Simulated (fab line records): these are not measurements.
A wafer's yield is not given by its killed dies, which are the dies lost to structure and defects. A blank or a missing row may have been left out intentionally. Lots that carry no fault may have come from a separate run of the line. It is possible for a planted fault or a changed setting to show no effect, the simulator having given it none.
Which tool is to blame? / flow ritCmos / 14 lots with 42 wafers sampled at 2 steps, on a route of 202 steps

WHAT EACH GAUGE READ, for each wafer
RIT_NRETRO_TW_MEAS_10. Usual: for NRETRO_TW the level is 1040 and the standard deviation is 12.
lot=L869; measured=day 2 15:19; on=filmMetro-03; NRETRO_TW=1053 1055 1052; flag=
lot=L870; measured=day 2 20:51; on=filmMetro-02; NRETRO_TW=1038 1038 1046; flag=
lot=L871; measured=day 3 02:41; on=filmMetro-03; NRETRO_TW=1051 1049 1046; flag=
lot=L875; measured=day 3 22:35; on=filmMetro-02; NRETRO_TW=1038 1039 1037; flag=
lot=L876; measured=day 4 04:49; on=filmMetro-02; NRETRO_TW=1046 1047 1046; flag=
lot=L878; measured=day 4 15:32; on=filmMetro-01; NRETRO_TW=1025 1026 1028; flag=
lot=L879; measured=day 4 22:47; on=filmMetro-01; NRETRO_TW=1024 1032 1027; flag=
lot=L881; measured=day 5 05:03; on=filmMetro-01; NRETRO_TW=1157 1155 1157; flag=OFF
lot=L884; measured=day 5 18:53; on=filmMetro-01; NRETRO_TW=1147 1146 1149; flag=OFF
lot=L886; measured=day 6 05:08; on=filmMetro-01; NRETRO_TW=1032 1035 1029; flag=
lot=L887; measured=day 6 10:11; on=filmMetro-02; NRETRO_TW=1048 1047 1044; flag=
lot=L888; measured=day 6 14:44; on=filmMetro-01; NRETRO_TW=1032 1036 1030; flag=
lot=L889; measured=day 6 20:35; on=filmMetro-03; NRETRO_TW=1056 1053 1056; flag=
lot=L890; measured=day 7 00:56; on=filmMetro-01; NRETRO_TW=1031 1036 1033; flag=

TOOL THAT RAN EACH LOT (tool first, then ch and the chambers of the sampled wafers, then the start)
lot=L869; RIT_NRETRO_IMPLANT_08=implanter-03 ch 0, day 2 15:01
lot=L870; RIT_NRETRO_IMPLANT_08=implanter-02 ch 0, day 2 20:32
lot=L871; RIT_NRETRO_IMPLANT_08=implanter-04 ch 0, day 3 02:22
lot=L875; RIT_NRETRO_IMPLANT_08=implanter-03 ch 0, day 3 22:19
lot=L876; RIT_NRETRO_IMPLANT_08=implanter-03 ch 0, day 4 04:29
lot=L878; RIT_NRETRO_IMPLANT_08=implanter-02 ch 0, day 4 15:13
lot=L879; RIT_NRETRO_IMPLANT_08=implanter-04 ch 0, day 4 22:28
lot=L881; RIT_NRETRO_IMPLANT_08=implanter-03 ch 0, day 5 04:44
lot=L884; RIT_NRETRO_IMPLANT_08=implanter-03 ch 0, day 5 18:34
lot=L886; RIT_NRETRO_IMPLANT_08=implanter-04 ch 0, day 6 04:52
lot=L887; RIT_NRETRO_IMPLANT_08=implanter-02 ch 0, day 6 09:52
lot=L888; RIT_NRETRO_IMPLANT_08=implanter-02 ch 0, day 6 14:26
lot=L889; RIT_NRETRO_IMPLANT_08=implanter-04 ch 0, day 6 20:17
lot=L890; RIT_NRETRO_IMPLANT_08=implanter-02 ch 0, day 7 00:37
- RIT_NRETRO_IMPLANT_08

WHAT THE TOOLS THEMSELVES READ (means of the sampled wafers that have a number; where no wafer has one, the mark that the record gives instead)
RIT_NRETRO_IMPLANT_08. Usual: doseIonsCm2 9.996e+12, standard deviation 1e+10; faradayCurrentUA 31.6, standard deviation 0.56; tiltDeg 7.004 degrees, standard deviation 0.019.
lot=L869; tool=implanter-03; doseIonsCm2=9.991e+12; faradayCurrentUA=31.3; tiltDeg (degrees)=7.000; flag=
lot=L870; tool=implanter-02; doseIonsCm2=9.992e+12; faradayCurrentUA=31.4; tiltDeg (degrees)=7.033; flag=
lot=L871; tool=implanter-04; doseIonsCm2=1.000e+13; faradayCurrentUA=31.2; tiltDeg (degrees)=6.986; flag=
lot=L875; tool=implanter-03; doseIonsCm2=1.000e+13; faradayCurrentUA=31.7; tiltDeg (degrees)=6.999; flag=
lot=L876; tool=implanter-03; doseIonsCm2=9.992e+12; faradayCurrentUA=31.8; tiltDeg (degrees)=6.989; flag=
lot=L878; tool=implanter-02; doseIonsCm2=1.001e+13; faradayCurrentUA=31.4; tiltDeg (degrees)=6.979; flag=
lot=L879; tool=implanter-04; doseIonsCm2=9.988e+12; faradayCurrentUA=31.1; tiltDeg (degrees)=7.002; flag=
lot=L881; tool=implanter-03; doseIonsCm2=1.444e+13; faradayCurrentUA=45.3; tiltDeg (degrees)=6.995; flag=OFF
lot=L884; tool=implanter-03; doseIonsCm2=1.444e+13; faradayCurrentUA=45.6; tiltDeg (degrees)=6.999; flag=OFF
lot=L886; tool=implanter-04; doseIonsCm2=1.000e+13; faradayCurrentUA=32.0; tiltDeg (degrees)=7.025; flag=
lot=L887; tool=implanter-02; doseIonsCm2=9.990e+12; faradayCurrentUA=31.4; tiltDeg (degrees)=7.020; flag=
lot=L888; tool=implanter-02; doseIonsCm2=9.985e+12; faradayCurrentUA=31.6; tiltDeg (degrees)=6.994; flag=
lot=L889; tool=implanter-04; doseIonsCm2=1.001e+13; faradayCurrentUA=31.3; tiltDeg (degrees)=6.993; flag=
lot=L890; tool=implanter-02; doseIonsCm2=1.000e+13; faradayCurrentUA=31.5; tiltDeg (degrees)=6.983; flag=

THE ANSWER, worked out from the rows above alone
Rule: lot off if the mean of its wafers having a number is beyond 3 standard deviations from the usual mean. Also off: a lot with no number at a reading for which 4 or more lots have one. Any other lot the step has rows for is counted as sound. The gauges are gone through in route order, then the tools' own readings, and for those a lot's mean is taken as printed above. At the first step where some lot is off, the reading lying furthest off is the one used; lots without a number count as furthest.
Off: L881, L884, at RIT_NRETRO_TW_MEAS_10 (NRETRO_TW).
A tool fits if, at a process step before that reading, it ran every lot that is off, and no sound lot after the first of them. Not tried: the gauges at RIT_NRETRO_TW_MEAS_10; whatever is off there is also off at RIT_NRETRO_IMPLANT_08, on other tools, and gauge error can't account for it. One fits: RIT_NRETRO_IMPLANT_08 on implanter-03. Its last sound lot is L876 (day 4 04:29), its first lot that is off L881 (day 5 04:44): a fault that began between those two fits.
The tool's own readings at RIT_NRETRO_IMPLANT_08 bear it out: on the lots that are off they differ by more than 5 times the standard deviation of the sound lots' means. doseIonsCm2 reads 1.444e+13 there against 9.996e+12 on the sound lots; faradayCurrentUA reads 45.5 there against 31.5 on the sound lots.

WHAT HAD BEEN PUT IN BY THE SIMULATOR
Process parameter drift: implanter-03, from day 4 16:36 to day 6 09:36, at RIT_NRETRO_IMPLANT_08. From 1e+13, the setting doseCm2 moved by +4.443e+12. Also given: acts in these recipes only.
Shown lots that were struck: L881, L884. The rule above found the same.
